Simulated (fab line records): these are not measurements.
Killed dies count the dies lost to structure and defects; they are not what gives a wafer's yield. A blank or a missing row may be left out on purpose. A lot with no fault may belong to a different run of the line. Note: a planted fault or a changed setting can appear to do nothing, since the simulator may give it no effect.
One fault seen from 2 desks :: flow ritCmos :: only its own numbers are on each desk; what lay behind them is given at the end

## AT THE TOOL OWNER'S DESK: implanter-03
The tool's own readings at RIT_NWELL_IMPLANT_08, given as means over the sampled wafers that have a number, one for each lot that went through this tool. If a lot's mean is further than 4 standard deviations from the usual mean, the lot is out of limits and carries the mark OUT (the distance appears in the brackets).
Columns: A = beamEnergyKeV at RIT_NWELL_IMPLANT_08, usual 169.99
lot: L305
first seen here: day 2 06:37
A: 170.00

lot: L306
first seen here: day 2 11:46
A: 170.04

lot: L312
first seen here: day 3 17:38
A: 170.00

lot: L313
first seen here: day 3 23:20
A: 152.91 (-99 or more) OUT

lot: L316
first seen here: day 4 15:46
A: 152.99 (-99 or more) OUT
This desk's verdict: out of limits on L313, L316, starting with L313 at day 3 23:20 (beamEnergyKeV at RIT_NWELL_IMPLANT_08). In limits: L305, L306, L312.

## FROM THE METROLOGY DESK
Means of the sampled wafers that have a number, per lot and without regard to the tool the lot ran on: this is what the gauges read. If a lot's mean is further than 4 standard deviations from the usual mean, the lot is out of limits and carries the mark OUT (the distance appears in the brackets).
Columns: A = NWELL_OVL at RIT_NWELL_OVL_MEAS_06, usual 0.1 nm; B = NWELL_TW at RIT_NWELL_TW_MEAS_10, usual 2156; C = PLDD_RS at RIT_SDANNEAL_RS_MEAS_06, usual 178.4 ohm/sq; D = M1_OVL at RIT_M1_OVL_MEAS_10, usual 1.3 nm
lot: L304
first seen here: day 2 01:58
A: 0.1
B: 2161
C: 178.6
D: 2.3

lot: L305
first seen here: day 2 06:20
A: 1.4
B: 2156
C: 177.8
D: 1.3

lot: L306
first seen here: day 2 11:29
A: -0.3
B: 2113
C: 178.4
D: 3.0

lot: L312
first seen here: day 3 17:18
A: 1.2
B: 2161
C: 178.6
D: 1.4

lot: L313
first seen here: day 3 23:01
A: -0.6
B: 2102
C: 178.8
D: 1.0

lot: L315
first seen here: day 4 09:49
A: 1.0
B: 2107
C: 178.1
D: -0.0

lot: L316
first seen here: day 4 15:27
A: 0.4
B: 2072
C: 178.7
D: 1.1

lot: L318
first seen here: day 4 23:21
A: -0.3
B: 2160
C: 178.0
D: 0.4

lot: L319
first seen here: day 5 04:29
A: 1.9
B: 2165
C: 178.1
D: 2.4

lot: L322
first seen here: day 5 19:16
A: 2.0
B: 2171
C: 178.7
D: 2.1

lot: L323
first seen here: day 6 00:40
A: 0.3
B: 2166
C: 178.3
D: 1.2

lot: L324
first seen here: day 6 05:17
A: -1.3
B: 2185
C: 178.3
D: -1.0

lot: L325
first seen here: day 6 11:50
A: -0.4
B: 2167
C: 178.1
D: 3.6

lot: L326
first seen here: day 6 15:11
A: -1.0
B: 2173
C: 178.7
D: 2.3
This desk's finding: nothing out of limits on any of the 14 lots.

## TAKEN TOGETHER
The tool owner's desk had the chance to raise an alarm at day 3 23:20 on L313, L316.
Nothing out of limits was seen by the metrology desk.
The metrology desk has L313, L316 on record, within its limits.
The lots listed all ran RIT_NWELL_IMPLANT_08 on implanter-03.

## WHAT THE SIMULATOR HAD PUT IN
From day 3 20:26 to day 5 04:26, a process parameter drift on implanter-03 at RIT_NWELL_IMPLANT_08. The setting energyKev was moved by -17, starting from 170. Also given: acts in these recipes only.
Struck lots among those shown: L313, L316.
Time in hours from fault onset to the first out-of-limits reading at each desk: the tool owner's desk, 3.
